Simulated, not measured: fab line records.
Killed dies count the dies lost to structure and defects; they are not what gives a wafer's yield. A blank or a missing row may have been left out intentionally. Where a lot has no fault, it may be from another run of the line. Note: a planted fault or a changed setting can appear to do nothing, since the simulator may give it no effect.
Matching of chambers | flow rit-cmos | 4 sister chambers for RIT_CONTACT_CLEAN_13 on wet-bench-02
The step cleans in SC1, time 600 s. 16 wafers are shown with their chamber, then 8 later ones without.

== EACH WAFER AND ITS CHAMBER ==
wafer  | chamber | run-length-s (s)
L202.1 | 0       | 625
L202.2 | 0       | 625
L202.6 | 0       | 625
L205.2 | 1       | 633
L205.4 | 1       | 633
L205.6 | 1       | 633
L207.1 | 1       | 632
L207.2 | 1       | 632
L207.3 | 1       | 632
L211.1 | 3       | 627
L211.3 | 3       | 627
L211.5 | 3       | 627
L218.2 | 1       | 623
L218.4 | 1       | 623
L218.6 | 1       | 623
L219.1 | 2       | 626

SIGNATURES (means of the wafers above)
reading      | chamber 0 | chamber 1 | chamber 2 | chamber 3 | scatter within a chamber
run-length-s | 625.00    | 629.33    | 626.00    | 627.00    | 3.89
Rule: a wafer's distance from a chamber is the root of the sum, over the readings, of the square of ((its reading less the chamber's mean) divided by the reading's scatter). The wafer belongs to the nearest chamber; if the next one is less than 2 further off, it can't be placed. The scatter: the root of (the sum of the squares of (reading less its chamber's mean) over the shown wafers, divided by (wafers less chambers)).

== WAFERS WITH NO CHAMBER GIVEN ==
wafer  | run-length-s (s)
L219.4 | 626
L219.5 | 626
L220.4 | 623
L220.5 | 623
L220.6 | 623
L224.2 | 625
L224.4 | 625
L224.5 | 625

== WHICH CHAMBER EACH ONE RAN IN ==
wafer  | from the rows above               | in truth
L219.4 | can't be placed: 2 or 0 or 3 or 1 | 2
L219.5 | can't be placed: 2 or 0 or 3 or 1 | 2
L220.4 | can't be placed: 0 or 2 or 3 or 1 | 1
L220.5 | can't be placed: 0 or 2 or 3 or 1 | 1
L220.6 | can't be placed: 0 or 2 or 3 or 1 | 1
L224.2 | can't be placed: 0 or 2 or 3 or 1 | 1
L224.4 | can't be placed: 0 or 2 or 3 or 1 | 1
L224.5 | can't be placed: 0 or 2 or 3 or 1 | 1
0 of 8 placed correctly. These rows do not allow placing 8 (true chamber among the candidates in 8). Number placed wrongly: 0.
